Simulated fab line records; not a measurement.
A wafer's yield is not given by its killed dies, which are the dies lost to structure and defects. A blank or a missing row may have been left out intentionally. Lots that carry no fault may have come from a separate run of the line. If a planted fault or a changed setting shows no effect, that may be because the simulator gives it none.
Comparing a struck lot with a sound one	flow berkeley-cmos170	8 out of 331 route steps
Sound: wafers L900.2, L900.3, L900.4. Wafers L909.2, L909.3, L909.5 were the ones struck. The cause is given at the end.
Order at every step that has rows: each side's tool, ch and its chambers, its first start. Under that, the readings that differ: sound wafers	struck wafers	difference of the means	sigmas: that difference in standard deviations of wafers without a fault.
alike: readings with means less than 2 such deviations apart, plus words and numbers identical on both sides. not compared: withheld readings, readings lacking a value on some wafer, bounds such as >300 that could conceal the same value, and numbers that have no deviation in the record and whose values overlap.
A row with sigmas, a row that says differs or no value, or rows on one side alone: a step with any of these is where the two part. When numbers do not overlap yet have no deviation, they are printed without sigmas and do not part them. A reading that every wafer of one side lacks parts them only if that side has two wafers or more.

UCB170_START_BOW_MEAS_00:
  sound on film-metro-01 at day 2 16:01; struck on film-metro-01 at day 4 13:01
  alike: INCOMING_BOW
then, 2 steps without rows for these wafers: UCB170_START_CLEAN_01 (cleans in dHF, time 60 s); UCB170_START_OXIDATION_02 (target thk 20 nm, ox time 1800 s).
UCB170_START_THK_MEAS_03:
  sound on film-metro-02 at day 2 23:21; struck on film-metro-02 at day 4 18:00
  alike: START_OXIDE_THK
then, 1 step without rows for these wafers: UCB170_START_ANNEAL_04 (time 1200 s).
UCB170_ZERO_HMDS_00: prime time 60 s.
  sound on litho-track-01 ch 0, day 3 03:17; struck on litho-track-01 ch 0, day 4 22:52
reading	sound	struck	difference	sigmas
prime-temp-c (C)	99.98 99.88 99.91	97.64 97.80 97.55	-2.26	-19
  alike: resist-line-temp-C
then, 2 steps without rows for these wafers: UCB170_ZERO_COAT_01 (resist thk 900 nm); UCB170_M3_PROBE_99.

WHERE THEY PART
At UCB170_ZERO_HMDS_00 and nowhere else, as far as this record goes.

WHY: whatever the simulator had introduced
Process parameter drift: litho-track-01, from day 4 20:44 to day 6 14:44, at UCB170_ZERO_HMDS_00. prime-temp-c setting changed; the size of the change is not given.
